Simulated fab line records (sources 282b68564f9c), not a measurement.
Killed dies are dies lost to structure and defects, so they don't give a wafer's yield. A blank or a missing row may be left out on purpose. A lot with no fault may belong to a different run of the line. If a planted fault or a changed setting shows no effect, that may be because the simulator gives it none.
A lot that was struck, set against a sound lot -- flow rit_cmos -- 20 steps out of a route of 202
Sound: wafers L640.4, L640.5, L640.6. Struck: wafers L654.3, L654.4, L654.6. At the end, the cause is stated.
At each step with rows: each side's tool, then ch and its chambers, then its first start. Under that, the readings that differ: sound wafers -- struck wafers -- difference of the means -- sigmas: that difference in standard deviations of wafers without a fault.
alike: words and numbers the same on both sides, and readings whose means are apart by under 2 such deviations; not compared: readings that were withheld, readings missing a value for some wafer, numbers with overlapping values and no deviation given by the record, and bounds like >300 which may hide the same value.
The two part at a step that has a row with sigmas, a row that says differs or no value, or rows on one side only. When numbers do not overlap yet have no deviation, they are printed without sigmas and do not part them. A reading missing from all wafers of one side parts the sides only when that side holds two or more wafers.

first, 2 steps without rows for these wafers: RIT_NWELL_HARDBAKE_07 (time 120 s); RIT_NWELL_IMPLANT_08.
RIT_NWELL_STRIP_09: strips in O2, time 180 s.
  sound on plasma_asher-02 ch 0,1, day 2 07:49; struck on plasma_asher-02 ch 0,1, day 5 04:53
  alike: drypump_motor_current_A, rf_refl_power_W
  not compared: rf_hours_counter_h
RIT_NWELL_TW_MEAS_10:
  sound: film_metro-01 at day 2 07:57; struck: film_metro-01 at day 5 05:02
  alike: NWELL_TW
then, 6 steps without rows for these wafers: RIT_PWELL_HMDS_00 (prime time 60 s); RIT_PWELL_COAT_01 (resist thk 1300 nm); RIT_PWELL_SOFTBAKE_02 (time 60 s); RIT_PWELL_EXPOSE_03 (exposes mask M3, target cd 43700 nm); RIT_PWELL_PEB_04; RIT_PWELL_DEVELOP_05 (develop time 68 s).
RIT_PWELL_OVL_MEAS_06:
  sound: overlay-02 at day 2 08:53; struck: overlay-02 at day 5 05:58
  alike: PWELL_OVL
then, 1 step without rows for these wafers: RIT_PWELL_HARDBAKE_07 (time 120 s).
RIT_PWELL_IMPLANT_08:
  sound on implanter-02 ch 0, day 2 09:13; struck on implanter-02 ch 0, day 5 06:17
reading,sound,struck,difference,sigmas
tilt_deg (degrees),6.976 6.984 6.980,7.935 7.913 7.924,+0.944,+50
  alike: beam_energy_keV, faraday_current_uA
RIT_PWELL_STRIP_09: strips in O2, time 180 s.
  sound on plasma_asher-04 ch 0,1, day 2 09:22; struck on plasma_asher-02 ch 0,1, day 5 06:26
  alike: drypump_motor_current_A, rf_refl_power_W
  not compared: rf_hours_counter_h
RIT_PWELL_TW_MEAS_10:
  sound: film_metro-01 at day 2 09:30; struck: film_metro-02 at day 5 06:35
reading,sound,struck,difference,sigmas
PWELL_TW,950 953 952,929 930 923,-24,-3
then, 1 step without rows for these wafers: RIT_WELLDRIVE_ANNEAL_00 (time 14700 s).
RIT_WELLDRIVE_RS_MEAS_01: measurement is done with a four-point probe.
  sound: film_metro-01 at day 2 14:41; struck: film_metro-04 at day 5 11:44
  alike: NWELL_RS
RIT_WELLDRIVE_RS_MEAS_02: measurement is done with a four-point probe.
  sound: film_metro-01 at day 2 14:48; struck: film_metro-04 at day 5 11:52
reading,sound,struck,difference,sigmas
PWELL_RS (ohm/sq),429.9 429.1 428.9,- - -,no value on the struck wafers,
then, 1 step without rows for these wafers: RIT_NRETRO_HMDS_00 (prime time 60 s).
RIT_M1_PROBE_99:
  sound: prober-02 at day 4 07:00; struck: prober-02 at day 6 17:19
  alike: killed_at_front_end, killed_dies, killed_open, killed_short

WHERE THEY PART
Earliest at RIT_PWELL_IMPLANT_08; latest, in this record, at RIT_WELLDRIVE_RS_MEAS_02. Later steps at which nothing parts them and some readings are alike: RIT_M1_PROBE_99.

WHY: the cause the simulator had injected
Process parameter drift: implanter-02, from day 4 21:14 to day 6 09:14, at RIT_PWELL_IMPLANT_08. Setting tilt_deg, moved by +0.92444, from 7. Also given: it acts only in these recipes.
